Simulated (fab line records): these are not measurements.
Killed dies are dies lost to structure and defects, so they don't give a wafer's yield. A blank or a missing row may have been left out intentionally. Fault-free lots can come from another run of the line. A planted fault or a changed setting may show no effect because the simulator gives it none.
Split-lot trial ; flow berkeley_cmos170 ; route with 331 steps; 5 lots, 23 wafers read

ON THE SPLIT
At UCB170_V2_PEB_10, the setting peb_temp_c was moved away from the recipe's 130 C on 6 of the 23 wafers read, by -2.0% to +2.6%. All remaining wafers had this setting at the recipe value.

FROM THE SPLIT TO THE READING: what the file shows between them, 4 steps
- UCB170_V2_DEVELOP_11: develop time 45 s (also split here: dev_temp_c)
- UCB170_V2_CD_MEAS_12: target cd 700 nm
- UCB170_V2_ETCH_14: etches SiO2 in CHF3/CF4/Ar, stops on Al, target depth 1250 nm, time 291 s
- UCB170_V2_STRIP_15: strips in O2

THE READING
cd_nm, in nm, at UCB170_V2_CD_MEAS_90 (target cd 700 nm). A value of 699.5 nm with a standard deviation of 2 nm is what fault-free wafers of this fab line usually give.

wafer;tool, chamber at the split;peb_temp_c as run, C;against the recipe;cd_nm, nm;against lot-mates on the recipe
L075.1;litho_track-02, 0;133.4;+2.6%;720.1;+19.8
L075.3;litho_track-02, 0;130;recipe;699.2;-
L075.4;litho_track-02, 0;133.4;+2.6%;722.1;+21.8
L075.5;litho_track-02, 0;133.4;+2.6%;718.1;+17.8
L075.6;litho_track-02, 0;130;recipe;701.4;-
L074.1;litho_track-04, 0;127.4;-2.0%;681.7;-20.5
L074.3;litho_track-04, 0;127.4;-2.0%;684.6;-17.6
L074.4;litho_track-04, 0;130;recipe;701.8;-
L074.5;litho_track-04, 0;130;recipe;702.6;-
L074.6;litho_track-04, 0;127.4;-2.0%;682.1;-20.1
L077.1;litho_track-04, 0;130;recipe;700.7;-
L077.2;litho_track-04, 0;130;recipe;699.4;-
L077.6;litho_track-04, 0;130;recipe;700.6;-
L082.1;litho_track-02, 0;130;recipe;701.1;-
L082.3;litho_track-02, 0;130;recipe;700.3;-
L082.4;litho_track-02, 0;130;recipe;703.3;-
L082.5;litho_track-02, 0;130;recipe;701.6;-
L082.6;litho_track-02, 0;130;recipe;703.6;-
L085.1;litho_track-04, 0;130;recipe;700.7;-
L085.2;litho_track-04, 0;130;recipe;701.2;-
L085.3;litho_track-04, 0;130;recipe;698.8;-
L085.4;litho_track-04, 0;130;recipe;697.6;-
L085.6;litho_track-04, 0;130;recipe;699.0;-

FIT RESULTS
A straight line over all 23 wafers: cd_nm changes by +8.01 nm for each +1% of peb_temp_c; r = +0.98; the points scatter about the line by 1.8 nm.
The same after taking each lot's own level away (the mean of its wafers on the recipe; 23 wafers): +8.39 nm for each +1%; r = +0.99; scatter 1.7 nm.
On that fit, the largest move of peb_temp_c shifts the reading by 22 nm.
From 699.46 to 702.20 nm: that is the span of the lots' own levels, equal to 1.4 times the standard deviation above.
The two slopes are in agreement: the lot-to-lot level therefore moves the slope only a little.
Check: +21.8 nm against its lot-mates is what the line predicts for one of the wafers moved furthest among these (+2.6%) when that wafer is left out of the fit. Against them it came out at +19.8 nm.

FURTHER SPLITS ON THESE WAFERS
Note: prior to the reading, these wafers also went through further splits. Each is held against what the fit with the lots' levels taken away leaves over:
other split on the same wafers;wafers away from the commonest value;r with cd_nm (lot level and that fit taken away)
UCB170_M2_SPUTTER_01 power_w;9;+0.08
UCB170_V2_DEVELOP_11 dev_temp_c;8;-0.24

THE WHOLE CHAIN: every reading that the file lists as answering this split, in the file's order
step;what it does;reading;change (the file's fit);r (the file's)
UCB170_V2_CD_MEAS_12;target cd 700 nm;cd_nm;+8.33 nm for each +1% of the setting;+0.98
UCB170_V2_ETCH_14;etches SiO2 in CHF3/CF4/Ar, stops on Al, target depth 1250 nm, time 291 s;V2.cd_nm (the simulator's own value, which no gauge read);+8.39 nm for each +1% of the setting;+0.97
UCB170_V2_CD_MEAS_90;target cd 700 nm;cd_nm;+8.35 nm for each +1% of the setting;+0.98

FILE'S OWN FIT
cd_nm changes by +8.35 nm for each +1% of peb_temp_c, r = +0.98.
